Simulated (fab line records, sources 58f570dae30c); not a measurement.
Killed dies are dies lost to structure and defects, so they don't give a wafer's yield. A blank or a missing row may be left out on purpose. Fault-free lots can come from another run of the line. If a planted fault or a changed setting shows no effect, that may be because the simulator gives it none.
A struck lot beside a sound one + flow berkeleyCmos170 + 14 steps out of a route of 331
Sound: wafers L898.3, L898.4, L898.5. Wafers struck: L892.1, L892.4, L892.6. The cause is named last.
At each step with rows: each side's tool, then ch and its chambers, then its first start. Under that, the readings that differ: sound wafers + struck wafers + difference of the means + sigmas: that difference in standard deviations of wafers without a fault.
alike: readings whose means differ by less than 2 such deviations, and words and numbers that are the same on both sides. not compared: withheld readings, readings that some wafer has no value for, bounds like >300 that may hide the same value, and numbers for which the record gives no deviation and whose values overlap.
A row with sigmas, a row that says differs or no value, or rows on one side alone: a step with any of these is where the two part. Numbers that have no deviation but don't overlap get no sigmas and don't part them. Lack of a reading on every wafer of one side parts them only where that side has two or more wafers.

UCB170_SILICIDE_RS_MEAS_02: uses a four-point probe to measure.
  sound on filmMetro-01, day 11 03:04; struck on filmMetro-02, day 9 14:14
  alike: SILICIDE_TI_RS
UCB170_SILICIDE_THK_MEAS_03: measures by xrf.
  sound on filmMetro-01, day 11 03:10; struck on filmMetro-02, day 9 14:21
  alike: SILICIDE_TI_THK
UCB170_SILICIDE_RTA_04: time 15 s.
  sound on rtpAnneal-02 ch 0, day 11 03:13; struck on rtpAnneal-02 ch 0, day 9 14:25
  alike: annealTempCMax, chamberO2Ppm, lampPowerPct, wafer_temp_C_max
then, 3 steps without rows for these wafers: UCB170_SILICIDE_WET_ETCH_05 (etches Ti in SPM, time 45 s); UCB170_CONTACT_CLEAN_00 (cleans in SPM, time 600 s); UCB170_CONTACT_CVD_01 (deposits PSG from SiH4/O2/PH3, target thk 700 nm, time 2820 s).
UCB170_CONTACT_THK_MEAS_02:
  sound on filmMetro-01, day 11 06:43; struck on filmMetro-04, day 9 17:07
| reading              | sound       | struck      | difference | sigmas |
|----------------------|-------------|-------------|------------|--------|
| CONTACT_PSG_THK (nm) | 711 717 713 | 689 693 696 | -21        | -3     |
then, 3 steps without rows for these wafers: UCB170_CONTACT_HMDS_03 (prime time 60 s); UCB170_CONTACT_COAT_04 (resist thk 900 nm); UCB170_CONTACT_SOFTBAKE_05 (time 60 s).
UCB170_CONTACT_STRIP_06: strips in O2.
  sound on plasmaAsher-04 ch 0,1, day 11 07:19; struck on plasmaAsher-04 ch 0,1, day 9 18:04
  alike: drypumpMotorCurrentA, oesProductAu, stripTimeToEndpointS
  not compared: rfHoursCounterH
then, 1 step without rows for these wafers: UCB170_CONTACT_CLEAN_07 (cleans in SPM, time 600 s).
UCB170_CONTACT_RTA_08: time 10 s.
  struck on rtpAnneal-02, day 9 18:22; sound on rtpAnneal-01 ch 0, day 11 07:44
  no value came back on the struck wafers for any of 5 readings (annealTempCMax, chamberO2Ppm and others); on the sound wafers annealTempCMax reads 904.8 904.9 904.2
after that, 1 step had no rows for these wafers: UCB170_CONTACT_COAT_09.

WHERE THEY PART
First at UCB170_CONTACT_THK_MEAS_02; last, within this record, at UCB170_CONTACT_RTA_08.

WHY: the cause the simulator had injected
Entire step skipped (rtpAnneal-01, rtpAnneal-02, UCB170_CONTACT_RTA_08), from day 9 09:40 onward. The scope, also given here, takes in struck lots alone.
